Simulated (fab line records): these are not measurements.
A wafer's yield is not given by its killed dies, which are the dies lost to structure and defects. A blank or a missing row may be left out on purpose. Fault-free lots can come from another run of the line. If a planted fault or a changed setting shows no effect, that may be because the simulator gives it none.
The tool behind it: which one? || flow berkeley_cmos170 || 14 lots (42 wafers sampled), 1 step of a 331-step route

== WHAT EACH GAUGE READ, for each wafer ==
Not one reading of a measure or inspect step in the record can be checked against a usual standard deviation.

== TOOL THAT RAN EACH LOT (tool first, then ch and the chambers of the sampled wafers, then the start) ==
{"lot": "L880", "UCB170_M1_METAL_ETCH_12": "rie_metal-01 ch 0, day 8 04:38"}
{"lot": "L882", "UCB170_M1_METAL_ETCH_12": "rie_metal-03 ch 0,1, day 8 18:52"}
{"lot": "L881", "UCB170_M1_METAL_ETCH_12": "rie_metal-01 ch 0, day 8 19:38"}
{"lot": "L883", "UCB170_M1_METAL_ETCH_12": "rie_metal-01 ch 0, day 9 03:29"}
{"lot": "L886", "UCB170_M1_METAL_ETCH_12": "rie_metal-03 ch 0,1, day 10 04:10"}
{"lot": "L887", "UCB170_M1_METAL_ETCH_12": "rie_metal-04 ch 0,1, day 10 05:11"}
{"lot": "L894", "UCB170_M1_METAL_ETCH_12": "rie_metal-04 ch 0,1, day 10 23:04"}
{"lot": "L890", "UCB170_M1_METAL_ETCH_12": "rie_metal-04 ch 0,1, day 11 01:31"}
{"lot": "L888", "UCB170_M1_METAL_ETCH_12": "rie_metal-01 ch 0,1, day 11 02:07"}
{"lot": "L889", "UCB170_M1_METAL_ETCH_12": "rie_metal-04 ch 0,1, day 11 03:46"}
{"lot": "L895", "UCB170_M1_METAL_ETCH_12": "rie_metal-01 ch 0,1, day 11 03:55"}
{"lot": "L897", "UCB170_M1_METAL_ETCH_12": "rie_metal-01 ch 0,1, day 11 22:44"}
{"lot": "L903", "UCB170_M1_METAL_ETCH_12": "rie_metal-03 ch 0,1, day 13 00:02"}
{"lot": "L902", "UCB170_M1_METAL_ETCH_12": "rie_metal-04 ch 0,1, day 13 00:19"}
- UCB170_M1_METAL_ETCH_12: etches Al in Cl2/BCl3, stops on PSG, target depth 780 nm, time 130 s.

== WHAT THE TOOLS THEMSELVES READ (means of the sampled wafers that have a number; where no wafer has one, the mark that the record gives instead) ==
UCB170_M1_METAL_ETCH_12. Usual: drypump_motor_current_A 5.8 A, standard deviation 0.33; oes_product_au 0.842 a.u., standard deviation 0.011; run_length_s 158.5 s, standard deviation 1.3; throttle_valve_pct 24.39 %, standard deviation 0.28.
{"lot": "L880", "tool": "rie_metal-01", "drypump_motor_current_A (A)": 5.9, "oes_product_au (a.u.)": 0.829, "run_length_s (s)": 157.4, "throttle_valve_pct (%)": 24.64, "flag": ""}
{"lot": "L882", "tool": "rie_metal-03", "drypump_motor_current_A (A)": 5.8, "oes_product_au (a.u.)": 0.848, "run_length_s (s)": 158.3, "throttle_valve_pct (%)": 24.60, "flag": ""}
{"lot": "L881", "tool": "rie_metal-01", "drypump_motor_current_A (A)": 5.9, "oes_product_au (a.u.)": 0.836, "run_length_s (s)": 157.5, "throttle_valve_pct (%)": 24.64, "flag": ""}
{"lot": "L883", "tool": "rie_metal-01", "drypump_motor_current_A (A)": 5.9, "oes_product_au (a.u.)": 0.842, "run_length_s (s)": 157.6, "throttle_valve_pct (%)": 24.63, "flag": ""}
{"lot": "L886", "tool": "rie_metal-03", "drypump_motor_current_A (A)": 5.8, "oes_product_au (a.u.)": 0.837, "run_length_s (s)": 158.3, "throttle_valve_pct (%)": 24.55, "flag": ""}
{"lot": "L887", "tool": "rie_metal-04", "drypump_motor_current_A (A)": 6.0, "oes_product_au (a.u.)": 0.842, "run_length_s (s)": 158.8, "throttle_valve_pct (%)": 24.22, "flag": ""}
{"lot": "L894", "tool": "rie_metal-04", "drypump_motor_current_A (A)": 5.9, "oes_product_au (a.u.)": 0.850, "run_length_s (s)": 158.7, "throttle_valve_pct (%)": 24.31, "flag": ""}
{"lot": "L890", "tool": "rie_metal-04", "drypump_motor_current_A (A)": 6.0, "oes_product_au (a.u.)": 0.855, "run_length_s (s)": 161.8, "throttle_valve_pct (%)": 24.23, "flag": ""}
{"lot": "L888", "tool": "rie_metal-01", "drypump_motor_current_A (A)": 5.2, "oes_product_au (a.u.)": 0.843, "run_length_s (s)": 157.6, "throttle_valve_pct (%)": 24.09, "flag": ""}
{"lot": "L889", "tool": "rie_metal-04", "drypump_motor_current_A (A)": 6.0, "oes_product_au (a.u.)": 0.840, "run_length_s (s)": 161.8, "throttle_valve_pct (%)": 24.25, "flag": ""}
{"lot": "L895", "tool": "rie_metal-01", "drypump_motor_current_A (A)": 5.6, "oes_product_au (a.u.)": 0.904, "run_length_s (s)": 148.6, "throttle_valve_pct (%)": 24.33, "flag": "OFF"}
{"lot": "L897", "tool": "rie_metal-01", "drypump_motor_current_A (A)": 5.2, "oes_product_au (a.u.)": 0.904, "run_length_s (s)": 148.3, "throttle_valve_pct (%)": 24.05, "flag": "OFF"}
{"lot": "L903", "tool": "rie_metal-03", "drypump_motor_current_A (A)": 5.9, "oes_product_au (a.u.)": 0.833, "run_length_s (s)": 158.1, "throttle_valve_pct (%)": 24.56, "flag": ""}
{"lot": "L902", "tool": "rie_metal-04", "drypump_motor_current_A (A)": 5.9, "oes_product_au (a.u.)": 0.846, "run_length_s (s)": 158.6, "throttle_valve_pct (%)": 24.31, "flag": ""}

== THE ANSWER, worked out from the rows above alone ==
Rule: a lot counts as off when the mean over its wafers that have a number is more than 3 standard deviations away from the usual mean. A lot without any number at a reading at which 4 lots or more have one is off too. All remaining lots with rows at the step are treated as sound. First the gauges in route order, then the tools' own readings, where a lot's mean is used as printed above. The first step at which some lot is off is used, and at that step the reading that is off furthest; a lot without a number counts as furthest.
Off: L895, L897 (UCB170_M1_METAL_ETCH_12, run_length_s).
A tool fits if, at that step or a process step before it, it ran every lot that is off, and no sound lot after the first of them. One candidate fits, namely rie_metal-01 at UCB170_M1_METAL_ETCH_12. A fault onset in the window from L888 (day 11 02:07, its last sound lot) to L895 (day 11 03:55, its first lot off) fits.
The tool's own readings at UCB170_M1_METAL_ETCH_12 bear it out: on the lots that are off they differ by more than 5 times the standard deviation of the sound lots' means. oes_product_au reads 0.904 a.u. there against 0.842 a.u. on the sound lots; run_length_s reads 148.4 s there against 158.7 s on the sound lots.

== WHAT THE SIMULATOR HAD PUT IN ==
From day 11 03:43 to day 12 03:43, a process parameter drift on rie_metal-01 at UCB170_M1_METAL_ETCH_12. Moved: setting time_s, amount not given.
Shown lots that were struck: L895, L897. The rule above found the same.
